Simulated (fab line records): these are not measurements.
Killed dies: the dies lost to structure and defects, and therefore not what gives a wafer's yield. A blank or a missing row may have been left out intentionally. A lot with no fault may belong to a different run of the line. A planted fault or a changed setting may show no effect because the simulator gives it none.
8D (eight disciplines) problem report, filled in by code / flow berkeley cmos170 / the parts of the form that need people (team, actions taken, sign-off) are left out

== 1. WHAT IS WRONG ==
Across 6 wafers from 2 lots, CONTACT_PSG_THK at UCB170_CONTACT_THK_MEAS_02 averages 880 nm, while fault-free wafers read 699 nm with a standard deviation of 6. That puts it +30 standard deviations away from the usual mean.
Earliest sighting: wafer L542.2 on film metro-02 at day 7 19:40. The record holds 30 wafers of 10 lots with a number at this step. By rule, "out" or "out of limits" means more than 4 standard deviations away from the usual mean. Any other wafer with a number is counted as sound.

== 2. WHAT IT IS AND WHAT IT IS NOT ==
question=which readings at this step | is=CONTACT_PSG_THK | is not=-
question=which lots | is=L540, L542 | is not=L539, L547, L557, L558, L559, L560, L561, L562
question=which wafers of those lots | is=all that have a number | is not=-
question=read on which gauges | is=film metro-02, film metro-04 | is not=film metro-01
question=when | is=from day 7 19:40 | is not=up to then (0 sound wafers); but 24 sound wafers of L539, L547, L557, L558, L559, L560, L561, L562 came after

== 3. SUSPECTS, AND WHAT RULES EACH OUT ==
Counting: a tool stays on the suspect list if, at a process step up to the reading, it processed all lots that are out and no sound lot following the first of them.
- ruled out: the gauge at UCB170_CONTACT_THK_MEAS_02. The wafers that are out were read on 2 gauges (film metro-02, film metro-04).
- plasma asher-01 at UCB170_NVT_STRIP_08 (strips in O2): ruled out as a lasting fault. Sound lots L560, L559, L562 ran on it after its first lot that is out, L542 (day 6 05:58).
- lpcvd-01 at UCB170_CONTACT_CVD_01 (deposits PSG from SiH4/O2/PH3, target thk 700 nm, time 2820 s): ruled out as a lasting fault. Sound lots L561, L562 ran on it after its first lot that is out, L542 (day 7 17:52).
Left after counting: nothing in the record.

== 4. THE CAUSE (what the simulator had put in) ==
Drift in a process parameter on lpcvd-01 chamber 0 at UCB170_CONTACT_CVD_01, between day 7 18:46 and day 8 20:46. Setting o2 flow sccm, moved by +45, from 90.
Counting ruled it out, wrongly: the rule takes a fault to strike every lot that its tool runs from its start on, and this one did not.

== 5. THE EFFECT CHAIN, in route order ==
Rows list readings where the struck wafers' mean (over those with a number) sits beyond 3 standard deviations from the usual. Only readings for which the record gives a usual standard deviation are gone through. hours: the time from each lot's start at the first step in this table that gives one to its start at this step, as a median over the lots. sigmas: the change in usual standard deviations.
hours=0; step=UCB170_CONTACT_CVD_01; reading=o2 flow sccm; usual=90.02 sccm; on struck wafers=135.17; change=+45.15; sigmas=+99 or more
hours=2; step=UCB170_CONTACT_THK_MEAS_02; reading=CONTACT_PSG_THK; usual=699 nm; on struck wafers=880; change=+181; sigmas=+30
hours=-; step=UCB170_CONTACT_ETCH_18; reading=oes product au; usual=0.894 a.u.; on struck wafers=1.010; change=+0.116; sigmas=+7.8
Here are the process steps it includes:
- UCB170_CONTACT_CVD_01: deposits PSG from SiH4/O2/PH3, target thk 700 nm, time 2820 s.
- UCB170_CONTACT_ETCH_18: etches PSG in CHF3/CF4/Ar, stops on TiSi2, target depth 840 nm, time 195 s.

== 6. HOW IT WOULD HAVE BEEN CAUGHT EARLIER ==
In this record the first reading out of limits at a measuring or inspecting step was taken at day 7 19:40, 1 hour after the fault began at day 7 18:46.
The tool's own readings at UCB170_CONTACT_CVD_01 were out on every struck wafer that the step has a row for (o2 flow sccm): an alarm limit on them would have fired on the first of those.
